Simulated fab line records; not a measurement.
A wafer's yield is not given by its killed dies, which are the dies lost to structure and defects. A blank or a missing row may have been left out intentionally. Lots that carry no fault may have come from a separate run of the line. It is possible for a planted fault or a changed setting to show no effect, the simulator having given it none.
Struck lot and sound lot, side by side :: flow berkeleyCmos170 :: 14 out of 331 route steps
Sound: wafers L102.1, L102.3, L102.4. Struck: wafers L113.1, L113.2, L113.5. The cause is given at the end.
Each step with rows lists, per side, the tool, then ch with its chambers, then its first start. Under that, the readings that differ: sound wafers :: struck wafers :: difference of the means :: sigmas: that difference in standard deviations of wafers without a fault.
alike: readings whose means differ by less than 2 such deviations, and words and numbers that are the same on both sides. not compared: withheld readings, readings that some wafer has no value for, bounds like >300 that may hide the same value, and numbers for which the record gives no deviation and whose values overlap.
Wherever a step has rows on one side only, a row that says differs or no value, or a row with sigmas, the two part there. Non-overlapping numbers with no deviation appear without sigmas and do not part them. Lack of a reading on every wafer of one side parts them only where that side has two or more wafers.

first, 3 steps without rows for these wafers: UCB170_ACTIVE_EXPOSE_10 (exposes mask ACTIVE, target cd 1200 nm); UCB170_ACTIVE_PEB_11; UCB170_ACTIVE_DEVELOP_12 (develop time 45 s).
UCB170_ACTIVE_CD_MEAS_13: target cd 1200 nm.
  sound on cdSem-02 at day 4 20:06; struck on cdSem-02 at day 7 01:40
  alike: cdNm
UCB170_ACTIVE_OVL_MEAS_14:
  sound on overlay-01 at day 4 20:13; struck on overlay-02 at day 7 01:47
reading: ACTIVE_OVL (nm)
sound: -4 -5 -2
struck: 9 6 8
difference: +11
sigmas: +2
UCB170_ACTIVE_ETCH_15: etches Si3N4 in CH3F/Ar/O2, stops on SiO2, target depth 242 nm, time 151 s.
  sound on rieDiel-04 ch 0,2,3, day 4 20:15; struck on rieDiel-03 ch 1,2, day 7 01:49
  alike: CH3F_flow_sccm, drypumpMotorCurrentA, oesProductAu, throttleValvePct
  not compared: rfHoursCounterH
UCB170_ACTIVE_STRIP_16: strips in O2.
  sound on plasmaAsher-02 ch 0,1, day 4 20:21; struck on plasmaAsher-02 ch 0,1, day 7 01:55
  alike: drypumpMotorCurrentA, oesProductAu, stripTimeToEndpointS
  not compared: rfHoursCounterH
UCB170_ACTIVE_CD_MEAS_90: target cd 1200 nm.
  sound on cdSem-02 at day 4 20:27; struck on cdSem-01 at day 7 02:01
  alike: cdNm
then, 4 steps without rows for these wafers: UCB170_ACTIVE_CLEAN_17 (cleans in SPM, time 600 s); UCB170_PFIELD_HMDS_00 (prime time 60 s); UCB170_PFIELD_COAT_01 (resist thk 900 nm); UCB170_PFIELD_SOFTBAKE_02 (time 60 s).
UCB170_PFIELD_EXPOSE_03: exposes mask PFIELD, target cd 1500 nm.
  sound on krfScanner-02 ch 0, day 4 21:47; struck on krfScanner-02, day 7 04:13
  no value came back on the struck wafers for exposureDoseMJCm2, focusOffsetNm (nm), sigmaOuter; on the sound wafers exposureDoseMJCm2 reads 30.039 29.982 30.012
  alike: mask
after that, 1 step had no rows for these wafers: UCB170_PFIELD_PEB_04.

## WHERE THEY PART
Last at UCB170_PFIELD_EXPOSE_03 as far as this record goes, first at UCB170_ACTIVE_OVL_MEAS_14.

WHY: what had been put in by the simulator
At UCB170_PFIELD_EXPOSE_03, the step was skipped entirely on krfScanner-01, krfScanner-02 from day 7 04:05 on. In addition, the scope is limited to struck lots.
